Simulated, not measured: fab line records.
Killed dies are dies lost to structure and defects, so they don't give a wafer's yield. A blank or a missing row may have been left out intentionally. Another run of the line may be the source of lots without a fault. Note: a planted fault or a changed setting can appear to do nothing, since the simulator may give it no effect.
fab line records    flow ritCmos
record lots=15  wafers=45  lastDay=7
route steps=202 shown ACTIVE@16 NWELL@37 PWELL@45 NLDD@104 PLDD@124 NSD@141
lots that met no fault: taken from a fault-free run of the same line
startH: hours from the record's first day to the start of the lot's first wafer shown    waitH: how many hours have passed since the lot's step before this one    " unchanged from the row above    L1.1+2: one row covering several wafers at once    - no value present, or no start provided    * or withheld: withheld    < > ~ a bound
route shown NAME@n: NAME is a module with steps in the file, n the number in the route of the first one    usual: the fault-free wafers' mean and standard deviation    same: alike in all rows    chamber/n: place in a boat    sites: per-site readings    _std_site: the standard deviation of these    _edge_site: outer sites' mean less inner sites'    radiusMm: for every site, how far away it sits from the centre of the wafer    mask NAME#n: copy n    behind: the most recent tool/chamber to have shaped the wafer    hold: cause of the lot's hold/its duration in hours/its outcome    device: whichever transistor did not switch (one of n, p or np)    end of line: at the end of the route, the tests of the same wafers    a step given without rows: its recipe and nothing more    killed: at the first sort, the dies lost to defects and structure; wafer yield is something else    map: the dies of a wafer, with x for killed, . for not killed, _ for no die there
set.NAME: the setting as run; set.NAME@STEP: as run at that earlier step    model.NAME: the simulator's own value behind a step, which no gauge read
a sample of lots followed through the steps of the route, with each step as a table and each wafer as a row
services: from which hour (startH, from the record's first day; less than 0 if before it) a tool's chamber was out of use, for how many hours, and why
## steps
# step RIT_ACTIVE_CD_MEAS_90
# recipe targetCdNm=1400
# usual cdNm=1399.9/2.4
lot.wafer  tool      chamber  startH  waitH  cdNm
L427.2     cdSem-02  -        15.95   0.1    1399.8
L427.3     "         -        "       "      1400.7
L427.5     "         -        "       "      1403.1
L429.2     cdSem-01  -        25.59   0.1    1395.8
L429.5     "         -        "       "      1396.0
L429.6     "         -        "       "      1398.0
L431.1     cdSem-01  -        35.15   0.1    1396.6
L431.4     "         -        "       "      1398.8
L431.6     "         -        "       "      1398.2
L432.2     cdSem-02  -        40.04   0.1    1400.1
L432.4     "         -        "       "      1400.5
L432.6     "         -        "       "      1397.6
L433.3     cdSem-02  -        45.06   0.1    1401.2
L433.4     "         -        "       "      1400.9
L433.6     "         -        "       "      1400.4
L437.1     cdSem-01  -        65.02   0.1    1404.1
L437.5     "         -        "       "      1403.1
L437.6     "         -        "       "      1402.0
L439.2     cdSem-01  -        75.18   0.1    1403.1
L439.3     "         -        "       "      1398.4
L439.4     "         -        "       "      1402.2
L440.2     cdSem-01  -        80.16   0.1    1397.9
L440.3     "         -        "       "      1396.7
L440.4     "         -        "       "      1395.9
L441.2     cdSem-01  -        85.04   0.1    1399.5
L441.3     "         -        "       "      1400.9
L441.4     "         -        "       "      1398.6
L442.1     cdSem-02  -        90.02   0.1    1398.7
L442.2     "         -        "       "      1399.0
L442.3     "         -        "       "      1400.0
L444.2     cdSem-01  -        100.04  0.1    1400.3
L444.4     "         -        "       "      1401.4
L444.6     "         -        "       "      1401.7
L445.3     cdSem-02  -        107.61  0.1    1397.4
L445.4     "         -        "       "      1395.8
L445.5     "         -        "       "      1397.7
L446.3     cdSem-01  -        110.08  0.1    1400.0
L446.5     "         -        "       "      1400.2
L446.6     "         -        "       "      1401.2
L449.1     cdSem-02  -        125.02  0.1    1405.1
L449.2     "         -        "       "      1403.1
L449.4     "         -        "       "      1403.9
L450.1     cdSem-01  -        130.14  0.1    1400.3
L450.2     "         -        "       "      1398.6
L450.4     "         -        "       "      1399.3
# step RIT_NWELL_STRIP_09
# recipe chemistry=O2  timeS=180  resist=NOVOLAK  platenTempC=withheld  powerW=500  pressureMtorr=4000  o2FlowSccm=4000
# usual chamberPressureMTorr=4000/3.8  drypumpMotorCurrentA=5.8/0.39
lot.wafer  tool            chamber  startH  waitH  chamberPressureMTorr  drypumpMotorCurrentA  rfHoursCounterH
L427.2     plasmaAsher-03  1        21.79   0.1    3996                  5.8                   25
L427.3     "               1        "       "      4003                  5.8                   -
L427.5     "               1        "       "      4011                  5.8                   -
L429.2     plasmaAsher-01  1        32.47   0.1    4000                  5.2                   35
L429.5     "               1        "       "      4002                  5.2                   -
L429.6     "               0        "       "      4005                  6.2                   -
L431.1     plasmaAsher-03  1        41.34   0.1    3998                  5.8                   27
L431.4     "               0        "       "      3999                  6.1                   -
L431.6     "               0        "       "      3998                  6.1                   -
L432.2     plasmaAsher-03  1        45.81   0.1    4004                  5.7                   28
L432.4     "               1        "       "      4006                  5.7                   -
L432.6     "               0        "       "      4001                  6.1                   -
L433.3     plasmaAsher-03  0        50.68   0.1    4000                  6.1                   -
L433.4     "               1        "       "      3999                  5.7                   -
L433.6     "               0        "       "      4000                  6.1                   -
L437.1     plasmaAsher-04  0        70.75   0.1    4001                  6.2                   43
L437.5     "               0        "       "      4002                  6.2                   -
L437.6     "               1        "       "      4002                  5.3                   -
L439.2     plasmaAsher-04  1        82.11   0.1    3999                  5.3                   44
L439.3     "               1        "       "      4001                  5.3                   -
L439.4     "               0        "       "      4001                  6.3                   -
L440.2     plasmaAsher-03  0        87.09   0.1    4002                  6.1                   32
L440.3     "               0        "       "      3998                  6.1                   -
L440.4     "               1        "       "      3997                  5.7                   -
L441.2     plasmaAsher-01  0        90.63   0.1    4007                  6.2                   42
L441.3     "               1        "       "      3997                  5.2                   -
L441.4     "               0        "       "      3995                  6.2                   -
L442.1     plasmaAsher-03  0        95.67   0.1    4000                  6.1                   33
L442.2     "               1        "       "      3997                  5.8                   33
L442.3     "               1        "       "      4000                  5.7                   -
L444.2     plasmaAsher-03  1        108.06  0.1    4000                  5.7                   34
L444.4     "               0        "       "      4001                  6.1                   -
L444.6     "               0        "       "      4005                  6.1                   -
L445.3     plasmaAsher-03  0        113.30  0.1    3995                  6.1                   -
L445.4     "               1        "       "      3998                  5.7                   -
L445.5     "               1        "       "      3996                  5.8                   -
L446.3     plasmaAsher-03  0        116.21  0.1    3997                  6.1                   -
L446.5     "               0        "       "      4003                  6.1                   -
L446.6     "               1        "       "      3999                  5.8                   -
L449.1     plasmaAsher-04  0        131.39  0.1    3998                  6.2                   49
L449.2     "               1        "       "      4004                  5.3                   49
L449.4     "               0        "       "      4003                  6.3                   -
L450.1     plasmaAsher-01  1        136.98  0.1    4004                  5.2                   2
L450.2     "               0        "       "      3994                  6.2                   2
L450.4     "               0        "       "      4007                  6.2                   -
# step RIT_PWELL_OVL_MEAS_06
# usual PWELL_OVL=0.3/1.4
lot.wafer  tool        chamber  startH  waitH  PWELL_OVL[nm]
L427.2     overlay-02  -        23.03   -      1.6
L427.3     "           -        "       "      1.8
L427.5     "           -        "       "      0.4
L429.2     overlay-02  -        33.72   -      1.1
L429.5     "           -        "       "      -0.1
L429.6     "           -        "       "      0.1
L431.1     overlay-02  -        42.90   -      -1.5
L431.4     "           -        "       "      0.2
L431.6     "           -        "       "      1.0
L432.2     overlay-01  -        46.93   -      -1.4
L432.4     "           -        "       "      -0.8
L432.6     "           -        "       "      0.4
L433.3     overlay-01  -        51.75   -      -0.2
L433.4     "           -        "       "      2.2
L433.6     "           -        "       "      1.1
L437.1     overlay-02  -        71.95   -      0.2
L437.5     "           -        "       "      2.6
L437.6     "           -        "       "      0.9
L439.2     overlay-02  -        83.23   -      1.2
L439.3     "           -        "       "      1.0
L439.4     "           -        "       "      1.4
L440.2     overlay-01  -        88.21   -      0.9
L440.3     "           -        "       "      2.1
L440.4     "           -        "       "      1.2
L441.2     overlay-01  -        91.75   -      -2.6
L441.3     "           -        "       "      -0.8
L441.4     "           -        "       "      -0.5
L442.1     overlay-01  -        96.79   -      2.3
L442.2     "           -        "       "      0.5
L442.3     "           -        "       "      1.1
L444.2     overlay-01  -        109.18  -      -0.5
L444.4     "           -        "       "      -1.0
L444.6     "           -        "       "      -1.0
L445.3     overlay-01  -        114.37  -      -1.0
L445.4     "           -        "       "      -0.8
L445.5     "           -        "       "      -0.7
L446.3     overlay-02  -        117.41  -      -2.6
L446.5     "           -        "       "      -1.8
L446.6     "           -        "       "      0.1
L449.1     overlay-01  -        132.63  -      -1.4
L449.2     "           -        "       "      -1.4
L449.4     "           -        "       "      0.1
L450.1     overlay-01  -        138.22  -      -2.0
L450.2     "           -        "       "      0.9
L450.4     "           -        "       "      -0.8
# step RIT_NLDD_COAT_01
# recipe resist=NOVOLAK  spinRpm=3250  resistThkNm=1000
# usual chillPlateTempC=22.99/0.11  dispensePressureKPa=50/5.9
lot.wafer  tool           chamber  startH  waitH  chillPlateTempC  dispensePressureKPa
L427.2     lithoTrack-03  0        41.17   0.1    23.18            53
L427.3     "              0        "       "      23.12            53
L427.5     "              0        "       "      23.11            53
L429.2     lithoTrack-04  0        51.42   0.1    22.86            56
L429.5     "              0        "       "      22.98            56
L429.6     "              0        "       "      22.80            56
L431.1     lithoTrack-01  -        60.81   0.1    -                -
L431.4     "              -        "       "      -                -
L431.6     "              -        "       "      -                -
L432.2     lithoTrack-04  -        65.84   0.1    -                -
L432.4     "              -        "       "      -                -
L432.6     "              -        "       "      -                -
L433.3     lithoTrack-04  -        71.00   0.1    -                -
L433.4     "              -        "       "      -                -
L433.6     "              -        "       "      -                -
L437.1     lithoTrack-01  0        90.30   0.1    23.03            44
L437.5     "              0        "       "      23.21            44
L437.6     "              0        "       "      23.00            44
L439.2     lithoTrack-01  0        102.02  0.1    23.05            44
L439.3     "              0        "       "      22.72            44
L439.4     "              0        "       "      22.88            44
L441.2     lithoTrack-01  0        111.16  0.1    22.87            44
L441.3     "              0        "       "      22.83            44
L441.4     "              0        "       "      22.87            44
L440.2     lithoTrack-04  0        111.30  0.1    22.98            56
L440.3     "              0        "       "      23.02            56
L440.4     "              0        "       "      22.87            57
L442.1     lithoTrack-01  0        114.83  0.1    23.04            44
L442.2     "              0        "       "      23.07            44
L442.3     "              0        "       "      22.93            44
L444.2     lithoTrack-03  0        127.71  0.1    23.13            53
L444.4     "              0        "       "      22.80            53
L444.6     "              0        "       "      23.00            53
L445.3     lithoTrack-03  0        132.09  0.1    22.79            53
L445.4     "              0        "       "      22.90            53
L445.5     "              0        "       "      22.93            53
L446.3     lithoTrack-04  0        135.10  0.1    22.90            56
L446.5     "              0        "       "      22.90            56
L446.6     "              0        "       "      22.90            57
L449.1     lithoTrack-01  0        150.96  0.1    23.05            44
L449.2     "              0        "       "      22.72            44
L449.4     "              0        "       "      23.01            44
L450.1     lithoTrack-03  0        157.15  0.1    22.88            53
L450.2     "              0        "       "      22.96            53
L450.4     "              0        "       "      23.06            53
# step RIT_NLDD_OVL_MEAS_06
# usual NLDD_OVL=0.4/1.3
lot.wafer  tool        chamber  startH  waitH  NLDD_OVL[nm]
L427.2     overlay-01  -        42.19   -      0.1
L427.3     "           -        "       "      0.0
L427.5     "           -        "       "      0.5
L429.2     overlay-02  -        52.10   -      1.1
L429.5     "           -        "       "      0.8
L429.6     "           -        "       "      1.9
L431.1     overlay-01  -        61.51   -      -
L431.4     "           -        "       "      -
L431.6     "           -        "       "      -
L432.2     overlay-02  -        66.54   -      -
L432.4     "           -        "       "      -
L432.6     "           -        "       "      -
L433.3     overlay-02  -        71.67   -      -
L433.4     "           -        "       "      -
L433.6     "           -        "       "      -
L437.1     overlay-02  -        91.13   -      1.1
L437.5     "           -        "       "      1.3
L437.6     "           -        "       "      3.7
L439.2     overlay-02  -        102.83  -      -0.7
L439.3     "           -        "       "      0.2
L439.4     "           -        "       "      1.7
L441.2     overlay-01  -        111.84  -      -0.2
L441.3     "           -        "       "      1.0
L441.4     "           -        "       "      1.1
L440.2     overlay-02  -        112.11  -      -0.7
L440.3     "           -        "       "      0.1
L440.4     "           -        "       "      -0.4
L442.1     overlay-02  -        115.53  -      1.5
L442.2     "           -        "       "      -0.3
L442.3     "           -        "       "      -0.8
L444.2     overlay-01  -        128.46  -      0.2
L444.4     "           -        "       "      2.5
L444.6     "           -        "       "      2.5
L445.3     overlay-02  -        132.75  -      -1.0
L445.4     "           -        "       "      1.5
L445.5     "           -        "       "      0.4
L446.3     overlay-01  -        135.76  -      1.4
L446.5     "           -        "       "      0.9
L446.6     "           -        "       "      1.9
L449.1     overlay-01  -        151.77  -      3.1
L449.2     "           -        "       "      0.8
L449.4     "           -        "       "      1.2
L450.1     overlay-02  -        157.97  -      -1.0
L450.2     "           -        "       "      -1.6
L450.4     "           -        "       "      -0.3
# step RIT_PLDD_TW_MEAS_10
# usual PLDD_TW=2344/13
lot.wafer  tool          chamber  startH  waitH  hold                     PLDD_TW
L427.2     filmMetro-02  -        44.25   0.1    -                        2338
L427.3     "             -        "       "      -                        2316
L427.5     "             -        "       "      -                        2328
L429.2     filmMetro-01  -        54.04   0.1    -                        2344
L429.5     "             -        "       "      -                        2334
L429.6     "             -        "       "      -                        2327
L431.1     filmMetro-01  -        63.44   0.1    awaitDispo/0.2h/release  2872
L431.4     "             -        "       "      awaitDispo/0.2h/release  2880
L431.6     "             -        "       "      awaitDispo/0.2h/release  2886
L431.1     filmMetro-01  -        63.67   0.2    -                        2871
L431.4     "             -        "       "      -                        2888
L431.6     "             -        "       "      -                        2862
L432.2     filmMetro-03  -        68.60   0.1    awaitDispo/0.2h/release  2912
L432.4     "             -        "       "      awaitDispo/0.2h/release  2909
L432.6     "             -        "       "      awaitDispo/0.2h/release  2906
L432.2     filmMetro-03  -        68.82   0.2    -                        2902
L432.4     "             -        "       "      -                        2906
L432.6     "             -        "       "      -                        2905
L433.3     filmMetro-03  -        73.61   0.1    awaitDispo/0.2h/release  2893
L433.4     "             -        "       "      awaitDispo/0.2h/release  2883
L433.6     "             -        "       "      awaitDispo/0.2h/release  2889
L433.3     filmMetro-03  -        73.83   0.2    -                        2898
L433.4     "             -        "       "      -                        2883
L433.6     "             -        "       "      -                        2888
L437.1     filmMetro-03  -        93.52   0.1    -                        2354
L437.5     "             -        "       "      -                        2355
L437.6     "             -        "       "      -                        2350
L439.2     filmMetro-02  -        104.91  0.1    -                        2318
L439.3     "             -        "       "      -                        2324
L439.4     "             -        "       "      -                        2319
L441.2     filmMetro-03  -        113.91  0.1    -                        2363
L441.3     "             -        "       "      -                        2342
L441.4     "             -        "       "      -                        2359
L440.2     filmMetro-01  -        114.17  0.1    -                        2343
L440.3     "             -        "       "      -                        2341
L440.4     "             -        "       "      -                        2354
L442.1     filmMetro-01  -        117.51  0.1    -                        2335
L442.2     "             -        "       "      -                        2335
L442.3     "             -        "       "      -                        2337
L444.2     filmMetro-02  -        130.52  0.1    -                        2340
L444.4     "             -        "       "      -                        2332
L444.6     "             -        "       "      -                        2323
L445.3     filmMetro-02  -        134.87  0.1    -                        2339
L445.4     "             -        "       "      -                        2340
L445.5     "             -        "       "      -                        2338
L446.3     filmMetro-02  -        138.03  0.1    -                        2341
L446.5     "             -        "       "      -                        2330
L446.6     "             -        "       "      -                        2332
L449.1     filmMetro-03  -        153.70  0.1    -                        2341
L449.2     "             -        "       "      -                        2352
L449.4     "             -        "       "      -                        2354
L450.1     filmMetro-01  -        159.90  0.1    -                        2342
L450.2     "             -        "       "      -                        2351
L450.4     "             -        "       "      -                        2345
# step RIT_NSD_TW_MEAS_10
# usual NSD_TW=3120/19
lot.wafer  tool          chamber  startH  waitH  hold                     NSD_TW
L427.2     filmMetro-02  -        48.29   0.1    -                        3093
L427.3     "             -        "       "      -                        3102
L427.5     "             -        "       "      -                        3104
L429.2     filmMetro-01  -        58.17   0.1    -                        3110
L429.5     "             -        "       "      -                        3113
L429.6     "             -        "       "      -                        3110
L431.1     filmMetro-02  -        70.16   0.1    awaitDispo/0.2h/release  3317
L431.4     "             -        "       "      awaitDispo/0.2h/release  3307
L431.6     "             -        "       "      awaitDispo/0.2h/release  3296
L431.1     filmMetro-02  -        70.39   0.2    -                        3306
L431.4     "             -        "       "      -                        3312
L431.6     "             -        "       "      -                        3300
L432.2     filmMetro-02  -        79.37   0.1    awaitDispo/0.2h/release  3304
L432.4     "             -        "       "      awaitDispo/0.2h/release  3308
L432.6     "             -        "       "      awaitDispo/0.2h/release  3295
L432.2     filmMetro-02  -        79.60   0.2    -                        3272
L432.4     "             -        "       "      -                        3295
L432.6     "             -        "       "      -                        3297
L433.3     filmMetro-02  -        84.50   0.1    awaitDispo/0.2h/release  3299
L433.4     "             -        "       "      awaitDispo/0.2h/release  3307
L433.6     "             -        "       "      awaitDispo/0.2h/release  3280
L433.3     filmMetro-02  -        84.73   0.2    -                        3292
L433.4     "             -        "       "      -                        3281
L433.6     "             -        "       "      -                        3294
L437.1     filmMetro-02  -        97.56   0.1    -                        3100
L437.5     "             -        "       "      -                        3091
L437.6     "             -        "       "      -                        3086
L439.2     filmMetro-01  -        109.58  0.1    -                        3118
L439.3     "             -        "       "      -                        3111
L439.4     "             -        "       "      -                        3118
L441.2     filmMetro-03  -        117.94  0.1    -                        3132
L441.3     "             -        "       "      -                        3124
L441.4     "             -        "       "      -                        3145
L440.2     filmMetro-01  -        118.98  0.1    -                        3118
L440.3     "             -        "       "      -                        3108
L440.4     "             -        "       "      -                        3125
L442.1     filmMetro-01  -        121.44  0.1    -                        3127
L442.2     "             -        "       "      -                        3154
L442.3     "             -        "       "      -                        3121
L444.2     filmMetro-02  -        134.59  0.1    -                        3099
L444.4     "             -        "       "      -                        3119
L444.6     "             -        "       "      -                        3121
L445.3     filmMetro-03  -        138.91  0.1    -                        3151
L445.4     "             -        "       "      -                        3160
L445.5     "             -        "       "      -                        3154
L446.3     filmMetro-01  -        142.07  0.1    -                        3123
L446.5     "             -        "       "      -                        3122
L446.6     "             -        "       "      -                        3121
L449.1     filmMetro-01  -        157.82  0.1    -                        3127
L449.2     "             -        "       "      -                        3132
L449.4     "             -        "       "      -                        3121
L450.1     filmMetro-03  -        164.03  0.1    -                        3138
L450.2     "             -        "       "      -                        3129
L450.4     "             -        "       "      -                        3134
## services
tool            chamber  startH  hours  kind
plasmaAsher-04  -        40.20   13.1   repair
plasmaAsher-03  -        71.77   2.8    pm
plasmaAsher-01  -        108.75  9.0    pm
plasmaAsher-01  0        108.75  9.0    ventCycle
plasmaAsher-01  1        108.75  9.0    ventCycle
plasmaAsher-01  0        117.75  -      clean
plasmaAsher-01  1        117.75  -      clean
plasmaAsher-04  -        139.44  1.2    repair
## key
firstSign step=RIT_NLDD_COAT_01  reading=toolRecord  direction=missing
effect step=RIT_NLDD_OVL_MEAS_06  reading=NLDD_OVL  direction=missing
effect step=RIT_PLDD_TW_MEAS_10  reading=visit  direction=added
effect step=RIT_PLDD_TW_MEAS_10  reading=PLDD_TW  direction=up  sigmas=41  usual=2344  struck=2892
effect step=RIT_NSD_TW_MEAS_10  reading=NSD_TW  direction=up  sigmas=9.5  usual=3120  struck=3301
metAt RIT_NLDD_COAT_01
struckLots L431,L432,L433
rowsEnd L432.4
sortLeftOut L431.1,L431.4,L431.6,L432.2,L432.6,L433.3,L433.4,L433.6
testerLeftOut L431,L432,L433
notActingAt RIT_ACTIVE_CD_MEAS_90,RIT_NWELL_STRIP_09,RIT_PWELL_OVL_MEAS_06
onsetBetween 51.42 60.81
fault kind=skippedStepWhole  tool=lithoTrack-01,lithoTrack-04  chamber=-  onsetH=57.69  steps=RIT_NLDD_COAT_01  scope=struckLotsOnly
# testerLeftOut: of these lots the tester's yield and bins aren't shown, on N5 and GAA mostly nor the transistor test; their killed dies are dies lost to structure and defects alone, not to doping, threshold or leakage, so they don't give the yield
# sortLeftOut: the simulated sort isn't trusted on such a fault, so these wafers' sort isn't shown, and their yield isn't known
# rowsEnd: these wafers met a further fault down the route, and their rows from its step on are left out
